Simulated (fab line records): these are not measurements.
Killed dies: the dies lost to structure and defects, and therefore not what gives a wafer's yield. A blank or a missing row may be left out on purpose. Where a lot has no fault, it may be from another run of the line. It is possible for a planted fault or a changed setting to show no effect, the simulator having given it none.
The tool behind it: which one? ; flow rit_cmos ; 15 lots, 45 wafers sampled, at 5 steps of a route of 202

WHAT THE GAUGES SHOWED, per wafer
RIT_PRETRO_OVL_MEAS_06. Usual: PRETRO_OVL gives 0.7 nm (standard deviation 1.1).
lot;measured;on;PRETRO_OVL (nm);flag
L756;day 2 10:12;overlay-02;0.3 0.1 1.6;
L757;day 2 12:16;overlay-02;-0.2 -0.4 0.0;
L758;day 2 18:02;overlay-01;0.7 1.1 1.4;
L759;day 2 23:29;overlay-02;1.8 0.3 0.8;
L760;day 3 05:46;overlay-02;1.1 1.2 0.6;
L762;day 3 16:07;overlay-02;-1.5 -0.6 -0.2;
L763;day 3 19:45;overlay-02;-0.8 -0.2 -0.8;
L769;day 5 01:39;overlay-02;1.0 0.5 0.7;
L770;day 5 05:02;overlay-02;1.1 0.5 -0.3;
L771;day 5 10:41;overlay-02;-0.5 -1.0 -1.5;
L773;day 6 02:44;overlay-01;0.7 0.1 1.9;
L776;day 6 15:44;overlay-01;0.3 -0.5 -0.2;
L777;day 6 17:56;overlay-01;2.1 1.4 0.9;
L778;day 6 22:23;overlay-02;0.2 1.3 0.2;
L779;day 7 05:06;overlay-02;-0.9 1.0 0.3;

RIT_GATE_OVL_MEAS_17. Usual: GATE_OVL gives 0.9 nm (standard deviation 1.2).
lot;measured;on;GATE_OVL (nm);flag
L756;day 2 15:38;overlay-01;2.5 1.2 1.8;
L757;day 2 18:20;overlay-02;2.4 2.1 2.8;
L758;day 3 01:02;overlay-02;1.5 1.1 2.2;
L759;day 3 07:44;overlay-02;0.7 -0.1 0.1;
L760;day 3 10:56;overlay-02;-0.7 0.0 1.1;
L762;day 3 23:50;overlay-02;0.1 0.6 0.5;
L763;day 4 01:11;overlay-01;2.3 2.3 1.3;
L769;day 5 07:03;overlay-02;0.3 -0.4 -0.7;
L770;day 5 10:35;overlay-01;1.3 0.4 0.8;
L771;day 6 00:08;overlay-02;1.0 1.3 -0.9;
L773;day 6 08:49;overlay-02;1.2 0.7 1.2;
L776;day 6 21:29;overlay-01;-0.3 1.2 0.2;
L777;day 6 23:58;overlay-02;2.3 1.8 0.7;
L778;day 7 08:56;overlay-02;-0.5 0.3 -0.5;
L779;day 7 12:19;overlay-02;1.7 0.6 0.7;

RIT_PSD_TW_MEAS_10. Usual: PSD_TW gives 3413 (standard deviation 22).
lot;measured;on;PSD_TW;flag
L756;day 3 03:57;film_metro-02;3411 3400 3409;
L757;day 3 06:32;film_metro-02;3408 3399 3411;
L758;day 3 14:07;film_metro-03;3414 3410 3422;
L759;day 3 20:39;film_metro-04;3427 3415 3426;
L760;day 3 23:27;film_metro-02;3402 3405 3401;
L762;day 4 11:49;film_metro-04;3390 3379 3393;
L763;day 4 14:49;film_metro-02;3400 3395 3424;
L769;day 5 19:58;film_metro-02;30 30 30;OFF
L770;day 6 04:35;film_metro-04;30 30 30;OFF
L771;day 6 12:00;film_metro-02;30 30 30;OFF
L773;day 6 21:02;film_metro-03;3455 3449 3450;
L776;day 7 10:44;film_metro-03;3420 3407 3414;
L777;day 7 13:14;film_metro-04;3390 3398 3382;
L778;day 7 21:52;film_metro-04;3390 3386 3386;
L779;day 8 01:36;film_metro-03;3412 3413 3422;

WHICH TOOL RAN EACH LOT (tool, then ch and the chambers of the sampled wafers, then the start)
lot;RIT_NRETRO_STRIP_09;RIT_NSD_STRIP_09
L756;plasma_asher-03 ch 0,1, day 2 08:58;plasma_asher-02 ch 0,1, day 3 02:14
L757;plasma_asher-04 ch 0,1, day 2 11:05;plasma_asher-01 ch 0,1, day 3 04:50
L758;plasma_asher-04 ch 0,1, day 2 16:47;plasma_asher-03 ch 0,1, day 3 12:23
L759;plasma_asher-02 ch 0,1, day 2 22:20;plasma_asher-01 ch 0,1, day 3 18:58
L760;plasma_asher-02 ch 0,1, day 3 04:31;plasma_asher-03 ch 0,1, day 3 21:44
L762;plasma_asher-03 ch 0,1, day 3 15:00;plasma_asher-02 ch 0,1, day 4 10:13
L763;plasma_asher-04 ch 0, day 3 18:31;plasma_asher-03 ch 0,1, day 4 12:42
L769;plasma_asher-04 ch 0,1, day 5 00:32;plasma_asher-03 ch 0,1, day 5 18:21
L770;plasma_asher-02 ch 0,1, day 5 03:56;plasma_asher-03 ch 0,1, day 6 02:41
L771;plasma_asher-04 ch 0,1, day 5 09:29;plasma_asher-03 ch 0,1, day 6 10:27
L773;plasma_asher-03 ch 0,1, day 6 01:39;plasma_asher-03 ch 0,1, day 6 19:21
L776;plasma_asher-02 ch 0,1, day 6 14:40;plasma_asher-01 ch 0,1, day 7 09:10
L777;plasma_asher-04 ch 0,1, day 6 16:49;plasma_asher-02 ch 0,1, day 7 11:15
L778;plasma_asher-02 ch 0,1, day 6 21:19;plasma_asher-03 ch 0,1, day 7 20:17
L779;plasma_asher-04 ch 0,1, day 7 03:55;plasma_asher-01 ch 0,1, day 8 00:02
- RIT_NRETRO_STRIP_09: strips in O2, time 180 s.
- RIT_NSD_STRIP_09: strips in O2, time 180 s.

AS READ BY THE TOOLS THEMSELVES (means over the sampled wafers that have a number; for cases with no such wafer, the mark the record gives instead)
RIT_NRETRO_STRIP_09. Usual: chamber_pressure_mTorr 4000 mTorr, standard deviation 3.7; drypump_motor_current_A 5.7 A, standard deviation 0.42.
lot;tool;chamber_pressure_mTorr (mTorr);drypump_motor_current_A (A);flag
L756;plasma_asher-03;4000;5.8;
L757;plasma_asher-04;4000;5.4;
L758;plasma_asher-04;3999;5.5;
L759;plasma_asher-02;4000;5.9;
L760;plasma_asher-02;3999;6.3;
L762;plasma_asher-03;3998;5.8;
L763;plasma_asher-04;4005;5.6;
L769;plasma_asher-04;3998;5.5;
L770;plasma_asher-02;4001;5.9;
L771;plasma_asher-04;3998;5.4;
L773;plasma_asher-03;3996;5.8;
L776;plasma_asher-02;4001;5.9;
L777;plasma_asher-04;4001;5.5;
L778;plasma_asher-02;3997;5.9;
L779;plasma_asher-04;4004;5.5;

RIT_NSD_STRIP_09. Usual: chamber_pressure_mTorr 4000 mTorr, standard deviation 3.3; drypump_motor_current_A 5.78 A, standard deviation 0.25.
lot;tool;chamber_pressure_mTorr (mTorr);drypump_motor_current_A (A);flag
L756;plasma_asher-02;4000;6.26;
L757;plasma_asher-01;3995;5.69;
L758;plasma_asher-03;4002;5.81;
L759;plasma_asher-01;4001;5.67;
L760;plasma_asher-03;4000;5.83;
L762;plasma_asher-02;4000;6.27;
L763;plasma_asher-03;4000;5.81;
L769;plasma_asher-03;-;-;OFF
L770;plasma_asher-03;-;-;OFF
L771;plasma_asher-03;-;-;OFF
L773;plasma_asher-03;3999;5.74;
L776;plasma_asher-01;4002;5.69;
L777;plasma_asher-02;4002;5.91;
L778;plasma_asher-03;4000;5.72;
L779;plasma_asher-01;4001;5.67;

THE ANSWER, worked out from the rows above alone
Rule: lot off if the mean of its wafers having a number is beyond 3 standard deviations from the usual mean. A lot without any number at a reading at which 4 lots or more have one is off too. Where the step has rows for the other lots, those lots are counted as sound. The gauges are gone through in route order, then the tools' own readings, and for those a lot's mean is taken as printed above. At the first step where some lot is off, the reading lying furthest off is the one used; lots without a number count as furthest.
Off: L769, L770, L771, at RIT_PSD_TW_MEAS_10 (PSD_TW).
A tool fits if, at a process step before that reading, it ran every lot that is off, and no sound lot after the first of them. The gauges at RIT_PSD_TW_MEAS_10 aren't tried: what is off there is off at RIT_NSD_STRIP_09 too, on other tools, and a gauge's error can't cause that. Not one of the candidates tried fits.

WHAT THE SIMULATOR HAD PUT IN
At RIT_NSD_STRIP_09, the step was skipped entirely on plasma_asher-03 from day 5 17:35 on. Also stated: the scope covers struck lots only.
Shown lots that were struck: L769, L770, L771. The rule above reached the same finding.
